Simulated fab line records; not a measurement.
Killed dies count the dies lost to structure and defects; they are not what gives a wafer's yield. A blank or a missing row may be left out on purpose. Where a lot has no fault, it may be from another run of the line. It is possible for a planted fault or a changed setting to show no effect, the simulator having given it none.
The tool behind it: which one? :: flow berkeley_cmos170 :: 14 lots with 42 wafers sampled at 5 steps, on a route of 331 steps

WHAT THE GAUGES SHOWED, per wafer
UCB170_NWELL_THK_MEAS_05. Usual: NWELL_NITRIDE_THK 220.7 nm, standard deviation 2.1.
lot: L888
measured: day 2 11:17
on: film_metro-03
NWELL_NITRIDE_THK (nm): 223.2 220.9 221.3
flag: 

lot: L891
measured: day 2 19:35
on: film_metro-02
NWELL_NITRIDE_THK (nm): 223.8 223.4 223.5
flag: 

lot: L890
measured: day 2 19:36
on: film_metro-03
NWELL_NITRIDE_THK (nm): 220.3 221.3 219.8
flag: 

lot: L893
measured: day 3 09:02
on: film_metro-02
NWELL_NITRIDE_THK (nm): 219.6 222.5 221.1
flag: 

lot: L894
measured: day 3 12:49
on: film_metro-03
NWELL_NITRIDE_THK (nm): 221.5 222.4 220.0
flag: 

lot: L895
measured: day 3 20:05
on: film_metro-02
NWELL_NITRIDE_THK (nm): 214.5 217.0 216.3
flag: 

lot: L896
measured: day 3 23:13
on: film_metro-03
NWELL_NITRIDE_THK (nm): 223.2 221.6 221.7
flag: 

lot: L898
measured: day 4 13:38
on: film_metro-01
NWELL_NITRIDE_THK (nm): 219.5 217.7 219.5
flag: 

lot: L900
measured: day 5 03:00
on: film_metro-01
NWELL_NITRIDE_THK (nm): 218.2 217.5 217.6
flag: 

lot: L903
measured: day 5 10:02
on: film_metro-03
NWELL_NITRIDE_THK (nm): 222.2 221.8 223.2
flag: 

lot: L904
measured: day 5 10:03
on: film_metro-02
NWELL_NITRIDE_THK (nm): 218.8 218.7 218.1
flag: 

lot: L906
measured: day 5 23:15
on: film_metro-01
NWELL_NITRIDE_THK (nm): 219.1 219.6 217.6
flag: 

lot: L907
measured: day 5 23:16
on: film_metro-02
NWELL_NITRIDE_THK (nm): 219.6 219.2 219.0
flag: 

lot: L909
measured: day 6 17:25
on: film_metro-01
NWELL_NITRIDE_THK (nm): 220.3 222.3 219.9
flag: 

UCB170_ACTIVE_THK_MEAS_03. Usual: ACTIVE_OXIDE_THK 26.1 nm, standard deviation 0.44.
lot: L888
measured: day 4 09:43
on: film_metro-04
ACTIVE_OXIDE_THK (nm): 26.1 26.2 26.3
flag: 

lot: L891
measured: day 4 09:47
on: film_metro-01
ACTIVE_OXIDE_THK (nm): 26.4 26.4 26.4
flag: 

lot: L890
measured: day 4 09:48
on: film_metro-04
ACTIVE_OXIDE_THK (nm): 26.6 26.4 26.7
flag: 

lot: L893
measured: day 5 01:58
on: film_metro-02
ACTIVE_OXIDE_THK (nm): 26.4 26.1 26.2
flag: 

lot: L894
measured: day 5 06:20
on: film_metro-04
ACTIVE_OXIDE_THK (nm): 25.8 26.2 26.0
flag: 

lot: L895
measured: day 5 15:19
on: film_metro-04
ACTIVE_OXIDE_THK (nm): 26.3 26.5 26.5
flag: 

lot: L896
measured: day 5 15:20
on: film_metro-02
ACTIVE_OXIDE_THK (nm): 26.4 26.0 26.0
flag: 

lot: L898
measured: day 6 07:41
on: film_metro-02
ACTIVE_OXIDE_THK (nm): 26.3 26.6 26.9
flag: 

lot: L900
measured: day 6 19:38
on: film_metro-02
ACTIVE_OXIDE_THK (nm): 26.4 26.3 26.4
flag: 

lot: L903
measured: day 7 02:30
on: film_metro-02
ACTIVE_OXIDE_THK (nm): 26.3 26.2 26.3
flag: 

lot: L904
measured: day 7 02:31
on: film_metro-04
ACTIVE_OXIDE_THK (nm): 26.0 25.7 25.5
flag: 

lot: L906
measured: day 7 08:45
on: film_metro-02
ACTIVE_OXIDE_THK (nm): 25.3 25.4 25.2
flag: 

lot: L907
measured: day 7 08:46
on: film_metro-04
ACTIVE_OXIDE_THK (nm): 25.8 25.4 25.7
flag: 

lot: L909
measured: day 8 01:44
on: film_metro-01
ACTIVE_OXIDE_THK (nm): 26.1 26.4 25.9
flag: 

UCB170_NLDD_CD_MEAS_06 targets a cd of 1200 nm. Usual: cd_nm at 1200.0 nm, with a standard deviation of 1.5.
lot: L888
measured: day 6 15:08
on: cd_sem-02
cd_nm (nm): 1198.4 1199.0 1198.8
flag: 

lot: L891
measured: day 6 10:38
on: cd_sem-02
cd_nm (nm): 1200.2 1199.8 1199.2
flag: 

lot: L890
measured: day 6 17:16
on: cd_sem-01
cd_nm (nm): 1198.3 1198.1 1198.8
flag: 

lot: L893
measured: day 7 14:50
on: cd_sem-01
cd_nm (nm): 1197.6 1197.9 1199.0
flag: 

lot: L894
measured: day 7 14:36
on: cd_sem-01
cd_nm (nm): 1201.6 1200.2 1200.5
flag: 

lot: L895
measured: day 7 18:14
on: cd_sem-01
cd_nm (nm): 1200.0 1199.3 1200.1
flag: 

lot: L896
measured: day 7 18:32
on: cd_sem-01
cd_nm (nm): 1197.4 1198.3 1198.1
flag: 

lot: L898
measured: day 8 07:53
on: cd_sem-02
cd_nm (nm): 1199.5 1198.1 1200.2
flag: 

lot: L900
measured: day 9 10:11
on: cd_sem-01
cd_nm (nm): 1212.4 1215.2 1214.0
flag: OFF

lot: L903
measured: day 9 09:02
on: cd_sem-01
cd_nm (nm): 1199.1 1198.0 1200.1
flag: 

lot: L904
measured: day 9 10:29
on: cd_sem-02
cd_nm (nm): 1204.3 1206.5 1206.2
flag: OFF

lot: L906
measured: day 9 17:05
on: cd_sem-02
cd_nm (nm): 1202.0 1201.9 1202.3
flag: 

lot: L907
measured: day 9 16:48
on: cd_sem-01
cd_nm (nm): 1198.1 1197.3 1196.1
flag: 

lot: L909
measured: day 10 13:34
on: cd_sem-01
cd_nm (nm): 1198.8 1200.2 1199.5
flag: 

TOOL THAT RAN EACH LOT (tool first, then ch and the chambers of the sampled wafers, then the start)
lot: L888
UCB170_PLDD_STRIP_10: plasma_asher-01 ch 0,1, day 6 13:44
UCB170_NLDD_EXPOSE_03: krf_scanner-02 ch 0, day 6 14:31

lot: L891
UCB170_PLDD_STRIP_10: plasma_asher-03 ch 0,1, day 6 09:01
UCB170_NLDD_EXPOSE_03: krf_scanner-01 ch 0, day 6 09:57

lot: L890
UCB170_PLDD_STRIP_10: plasma_asher-03 ch 0,1, day 6 14:22
UCB170_NLDD_EXPOSE_03: krf_scanner-01 ch 0, day 6 15:55

lot: L893
UCB170_PLDD_STRIP_10: plasma_asher-04 ch 1, day 7 13:25
UCB170_NLDD_EXPOSE_03: krf_scanner-02 ch 0, day 7 14:24

lot: L894
UCB170_PLDD_STRIP_10: plasma_asher-01 ch 0,1, day 7 13:10
UCB170_NLDD_EXPOSE_03: krf_scanner-01 ch 0, day 7 14:11

lot: L895
UCB170_PLDD_STRIP_10: plasma_asher-01 ch 0,1, day 7 16:27
UCB170_NLDD_EXPOSE_03: krf_scanner-01 ch 0, day 7 17:22

lot: L896
UCB170_PLDD_STRIP_10: plasma_asher-03 ch 0,1, day 7 16:45
UCB170_NLDD_EXPOSE_03: krf_scanner-02 ch 0, day 7 17:50

lot: L898
UCB170_PLDD_STRIP_10: plasma_asher-04 ch 0,1, day 8 06:34
UCB170_NLDD_EXPOSE_03: krf_scanner-02 ch 0, day 8 07:29

lot: L900
UCB170_PLDD_STRIP_10: plasma_asher-04 ch 0,1, day 9 08:47
UCB170_NLDD_EXPOSE_03: krf_scanner-02 ch 0, day 9 09:43

lot: L903
UCB170_PLDD_STRIP_10: plasma_asher-04 ch 0,1, day 9 07:50
UCB170_NLDD_EXPOSE_03: krf_scanner-02 ch 0, day 9 08:38

lot: L904
UCB170_PLDD_STRIP_10: plasma_asher-03 ch 0,1, day 9 09:03
UCB170_NLDD_EXPOSE_03: krf_scanner-02 ch 0, day 9 10:04

lot: L906
UCB170_PLDD_STRIP_10: plasma_asher-01 ch 0,1, day 9 15:38
UCB170_NLDD_EXPOSE_03: krf_scanner-01 ch 0, day 9 16:30

lot: L907
UCB170_PLDD_STRIP_10: plasma_asher-04 ch 0,1, day 9 15:28
UCB170_NLDD_EXPOSE_03: krf_scanner-01 ch 0, day 9 16:24

lot: L909
UCB170_PLDD_STRIP_10: plasma_asher-03 ch 0,1, day 10 12:09
UCB170_NLDD_EXPOSE_03: krf_scanner-01 ch 0, day 10 12:58
- UCB170_PLDD_STRIP_10: strips in O2.
- UCB170_NLDD_EXPOSE_03: exposes mask NSELECT, target cd 1200 nm.

AS READ BY THE TOOLS THEMSELVES (means over the sampled wafers that have a number; for cases with no such wafer, the mark the record gives instead)
UCB170_PLDD_STRIP_10. Usual: drypump_motor_current_A 5.5 A, standard deviation 0.53; oes_product_au 0.734 a.u., standard deviation 0.005; strip_time_to_endpoint_s 21.66 s, standard deviation 0.063.
lot: L888
tool: plasma_asher-01
drypump_motor_current_A (A): 6.0
oes_product_au (a.u.): 0.738
strip_time_to_endpoint_s (s): 21.69
flag: 

lot: L891
tool: plasma_asher-03
drypump_motor_current_A (A): 5.4
oes_product_au (a.u.): 0.734
strip_time_to_endpoint_s (s): 21.69
flag: 

lot: L890
tool: plasma_asher-03
drypump_motor_current_A (A): 5.4
oes_product_au (a.u.): 0.739
strip_time_to_endpoint_s (s): 21.57
flag: 

lot: L893
tool: plasma_asher-04
drypump_motor_current_A (A): 5.9
oes_product_au (a.u.): 0.731
strip_time_to_endpoint_s (s): 21.76
flag: 

lot: L894
tool: plasma_asher-01
drypump_motor_current_A (A): 5.8
oes_product_au (a.u.): 0.733
strip_time_to_endpoint_s (s): 21.75
flag: 

lot: L895
tool: plasma_asher-01
drypump_motor_current_A (A): 5.8
oes_product_au (a.u.): 0.732
strip_time_to_endpoint_s (s): 21.62
flag: 

lot: L896
tool: plasma_asher-03
drypump_motor_current_A (A): 5.1
oes_product_au (a.u.): 0.739
strip_time_to_endpoint_s (s): 21.68
flag: 

lot: L898
tool: plasma_asher-04
drypump_motor_current_A (A): 5.5
oes_product_au (a.u.): 0.736
strip_time_to_endpoint_s (s): 21.71
flag: 

lot: L900
tool: plasma_asher-04
drypump_motor_current_A (A): 5.5
oes_product_au (a.u.): 0.737
strip_time_to_endpoint_s (s): 21.63
flag: 

lot: L903
tool: plasma_asher-04
drypump_motor_current_A (A): 5.5
oes_product_au (a.u.): 0.736
strip_time_to_endpoint_s (s): 21.64
flag: 

lot: L904
tool: plasma_asher-03
drypump_motor_current_A (A): 5.4
oes_product_au (a.u.): 0.735
strip_time_to_endpoint_s (s): 21.63
flag: 

lot: L906
tool: plasma_asher-01
drypump_motor_current_A (A): 5.8
oes_product_au (a.u.): 0.728
strip_time_to_endpoint_s (s): 21.66
flag: 

lot: L907
tool: plasma_asher-04
drypump_motor_current_A (A): 5.2
oes_product_au (a.u.): 0.731
strip_time_to_endpoint_s (s): 21.73
flag: 

lot: L909
tool: plasma_asher-03
drypump_motor_current_A (A): 5.4
oes_product_au (a.u.): 0.735
strip_time_to_endpoint_s (s): 21.63
flag: 

THE ANSWER, worked out from the rows above alone
Rule: take the mean of a lot's wafers that have a number; if it is more than 3 standard deviations from the usual mean, the lot is off. Also off: a lot with no number at a reading for which 4 or more lots have one. All remaining lots with rows at the step are treated as sound. Order of review: gauges by route order, followed by the tools' own readings, for which a lot's mean as printed above is used. At the first step where some lot is off, the reading lying furthest off is the one used; lots without a number count as furthest.
Off at UCB170_NLDD_CD_MEAS_06 (cd_nm): L900, L904.
A tool fits if, at a process step before that reading, it ran every lot that is off, and no sound lot after the first of them. Those tools and the gauges at UCB170_NLDD_CD_MEAS_06 are tried in the same way. One candidate fits, namely krf_scanner-02 at UCB170_NLDD_EXPOSE_03. Its last sound lot is L903 (day 9 08:38), its first lot that is off L900 (day 9 09:43): a fault that began between those two fits.

WHAT THE SIMULATOR HAD PUT IN
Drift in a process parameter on krf_scanner-02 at UCB170_NLDD_EXPOSE_03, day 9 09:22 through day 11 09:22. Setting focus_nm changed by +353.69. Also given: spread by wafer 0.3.
Shown lots that were struck: L900, L904. The rule given above showed the same thing.
